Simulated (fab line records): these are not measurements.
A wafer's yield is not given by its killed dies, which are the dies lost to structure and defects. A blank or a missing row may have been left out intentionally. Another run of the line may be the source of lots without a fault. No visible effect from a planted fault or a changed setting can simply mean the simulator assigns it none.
Which tool did it? | flow rit cmos | 15 lots with 45 wafers sampled at 2 steps, on a route of 202 steps

## WHAT EACH GAUGE READ, for each wafer
RIT_GATE_THK_MEAS_09.
lot  | measured    | on            | GATE_POLY_THK (nm)
L839 | day 2 13:31 | film metro-01 | 247.0 247.7 246.8
L840 | day 2 22:53 | film metro-02 | 247.5 246.9 248.7
L841 | day 3 02:44 | film metro-04 | 250.4 252.4 250.1
L842 | day 3 06:15 | film metro-01 | 249.1 245.8 248.8
L843 | day 3 11:10 | film metro-02 | 247.5 248.8 247.2
L844 | day 3 17:50 | film metro-01 | 249.1 248.0 248.3
L845 | day 3 19:33 | film metro-04 | 246.3 248.6 249.1
L849 | day 4 15:13 | film metro-01 | 247.7 249.1 245.8
L851 | day 5 05:12 | film metro-01 | 248.6 247.7 248.0
L853 | day 5 09:09 | film metro-01 | 248.8 248.5 249.0
L854 | day 5 18:35 | film metro-04 | 247.9 247.8 248.3
L856 | day 6 05:27 | film metro-02 | 247.9 246.5 246.2
L857 | day 6 09:32 | film metro-02 | 250.4 248.4 248.9
L859 | day 6 19:55 | film metro-02 | 249.7 249.6 250.0
L860 | day 7 00:17 | film metro-02 | 250.6 250.4 250.5

RIT_PLDD_OVL_MEAS_06.
lot  | measured    | on         | PLDD_OVL (nm)
L839 | day 2 20:23 | overlay-02 | 1.2 1.8 1.8
L840 | day 3 05:58 | overlay-02 | 0.1 1.6 0.0
L841 | day 3 09:53 | overlay-01 | -0.6 -0.7 1.4
L842 | day 3 14:37 | overlay-01 | 1.4 -1.0 -0.2
L843 | day 3 18:51 | overlay-01 | 2.1 2.1 3.1
L844 | day 4 02:08 | overlay-02 | 2.9 1.9 3.1
L845 | day 4 02:42 | overlay-01 | 1.4 0.5 0.0
L849 | day 4 22:55 | overlay-02 | -0.9 0.4 -0.4
L851 | day 5 13:08 | overlay-02 | 0.1 0.0 -1.6
L853 | day 5 17:23 | overlay-01 | -0.2 0.1 0.4
L854 | day 6 01:44 | overlay-01 | -0.3 -0.2 1.2
L856 | day 6 12:38 | overlay-01 | -0.6 1.4 -0.5
L857 | day 6 16:51 | overlay-01 | 2.4 2.3 0.9
L859 | day 7 03:16 | overlay-02 | -1.9 -0.2 -1.2
L860 | day 7 08:04 | overlay-01 | 0.4 0.7 0.2

## WHICH TOOL RAN EACH LOT (tool, then ch and the chambers of the sampled wafers, then the start)
Before these readings, the record contains no process step.

## WHAT THE TOOLS THEMSELVES READ (means of the sampled wafers that have a number; where no wafer has one, the mark that the record gives instead)
The record holds no such reading with a usual standard deviation.

## THE ANSWER, worked out from the rows above alone
Rule: the usual values come from the lots themselves. Put in order of their means at a reading, lots are off if they are a third of the lots or fewer, leave a main group of 4 or more, and stand apart from it by a gap of 3 or more times the standard deviation of the main group's means; of several such gaps the widest counts. Not used: any main group whose means are identical at the precision the tables above print for the reading. A lot without any number at a reading at which 4 lots or more have one is off too. Any other lot the step has rows for is counted as sound. After the gauges, taken in route order, come the tools' own readings; for these a lot's mean is taken, as printed above. The first step at which some lot is off is used, and at that step the reading that is off furthest; a lot without a number counts as furthest.
Across all readings shown, no lot is off: no conclusion can be drawn from this.

## WHAT WAS PUT IN BY THE SIMULATOR
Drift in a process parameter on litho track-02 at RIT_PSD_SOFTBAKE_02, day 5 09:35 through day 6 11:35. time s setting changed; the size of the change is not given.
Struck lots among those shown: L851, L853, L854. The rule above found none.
